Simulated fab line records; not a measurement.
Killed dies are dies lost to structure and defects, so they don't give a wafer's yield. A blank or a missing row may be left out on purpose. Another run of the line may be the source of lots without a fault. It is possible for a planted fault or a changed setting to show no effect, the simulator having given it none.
Which tool is to blame? | flow berkeleyCmos170 | 14 lots with 42 wafers sampled at 2 steps, on a route of 331 steps

== WHAT THE GAUGES READ, wafer by wafer ==
UCB170_SDANNEAL_RS_MEAS_04: measures by four-point-probe.
lot  | measured     | on           | PLDD_RS (ohm/sq)
L623 | day 7 16:54  | filmMetro-01 | 1033.0 1033.9 1035.4
L624 | day 7 17:13  | filmMetro-02 | 1030.3 1030.3 1030.1
L626 | day 8 09:17  | filmMetro-01 | 1033.9 1032.5 1034.9
L625 | day 8 08:50  | filmMetro-02 | 1028.1 1030.7 1032.0
L627 | day 8 09:27  | filmMetro-02 | 1031.5 1032.5 1033.6
L629 | day 8 20:08  | filmMetro-02 | 1035.3 1034.8 1034.5
L632 | day 9 09:08  | filmMetro-04 | - - -
L631 | day 9 09:44  | filmMetro-01 | 1032.6 1028.3 1031.5
L635 | day 10 04:02 | filmMetro-04 | - - -
L636 | day 10 19:25 | filmMetro-02 | 1032.3 1034.2 1029.6
L637 | day 10 19:38 | filmMetro-04 | 1026.3 1028.3 1028.6
L639 | day 10 18:55 | filmMetro-01 | 1035.5 1033.3 1034.8
L646 | day 12 05:53 | filmMetro-04 | 1030.1 1032.0 1034.2
L645 | day 12 06:04 | filmMetro-01 | 1034.6 1035.1 1034.2

== EACH LOT AND THE TOOL THAT RAN IT (in order: tool; ch and the chambers of the sampled wafers; start) ==
lot  | UCB170_PLDD_IMPLANT_08
L623 | implanter-04 ch 0, day 7 01:34
L624 | implanter-04 ch 0, day 7 01:59
L626 | implanter-03 ch 0, day 7 16:46
L625 | implanter-02 ch 0, day 7 17:02
L627 | implanter-04 ch 0, day 7 17:02
L629 | implanter-04 ch 0, day 8 02:19
L632 | implanter-02 ch 0, day 8 22:33
L631 | implanter-03 ch 0, day 8 22:42
L635 | implanter-02 ch 0, day 9 15:29
L636 | implanter-04 ch 0, day 10 05:17
L637 | implanter-03 ch 0, day 10 05:54
L639 | implanter-04 ch 0, day 10 06:00
L646 | implanter-04 ch 0, day 11 17:44
L645 | implanter-04 ch 0, day 11 18:09
- UCB170_PLDD_IMPLANT_08

== WHAT THE TOOLS THEMSELVES READ (means of the sampled wafers that have a number; where no wafer has one, the mark that the record gives instead) ==
UCB170_PLDD_IMPLANT_08.
lot  | tool         | tiltDeg (degrees)
L623 | implanter-04 | 7.022
L624 | implanter-04 | 7.029
L626 | implanter-03 | 6.964
L625 | implanter-02 | 6.994
L627 | implanter-04 | 6.941
L629 | implanter-04 | 6.985
L632 | implanter-02 | 10.852
L631 | implanter-03 | 7.015
L635 | implanter-02 | 10.863
L636 | implanter-04 | 6.988
L637 | implanter-03 | 6.999
L639 | implanter-04 | 7.003
L646 | implanter-04 | 6.993
L645 | implanter-04 | 6.999

== THE ANSWER, worked out from the rows above alone ==
Rule: the usual values come from the lots themselves. Put in order of their means at a reading, lots are off if they are a third of the lots or fewer, leave a main group of 4 or more, and stand apart from it by a gap of 3 or more times the standard deviation of the main group's means; of several such gaps the widest counts. A main group whose means are all the same, to the digits that the tables above print for the reading, isn't used. A lot without any number at a reading at which 4 lots or more have one is off too. All remaining lots with rows at the step are treated as sound. The gauges are gone through in route order, then the tools' own readings, and for those a lot's mean is taken as printed above. At the first step where some lot is off, the reading lying furthest off is the one used; lots without a number count as furthest.
Off: L632, L635, at UCB170_SDANNEAL_RS_MEAS_04 (PLDD_RS). Without a number there: L632, L635. The main group: mean 1032.3 ohm/sq, standard deviation 2.1.
A tool fits if, at a process step before that reading, it ran every lot that is off, and no sound lot after the first of them. Not tried: the gauges at UCB170_SDANNEAL_RS_MEAS_04; whatever is off there is also off at UCB170_PLDD_IMPLANT_08, on other tools, and gauge error can't account for it. One fits: UCB170_PLDD_IMPLANT_08 on implanter-02. A fault onset in the window from L625 (day 7 17:02, its last sound lot) to L632 (day 8 22:33, its first lot off) fits.
The tool's own readings at UCB170_PLDD_IMPLANT_08 bear it out: on the lots that are off they differ by more than 5 times the standard deviation of the sound lots' means. tiltDeg reads 10.857 degrees there against 6.994 degrees on the sound lots.

== WHAT THE SIMULATOR HAD PUT IN ==
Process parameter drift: implanter-02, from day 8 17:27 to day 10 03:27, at UCB170_PLDD_IMPLANT_08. Setting tiltDeg shifted by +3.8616 from 7. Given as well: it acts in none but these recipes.
Shown lots that were struck: L632, L635. This agrees with what the rule above found.
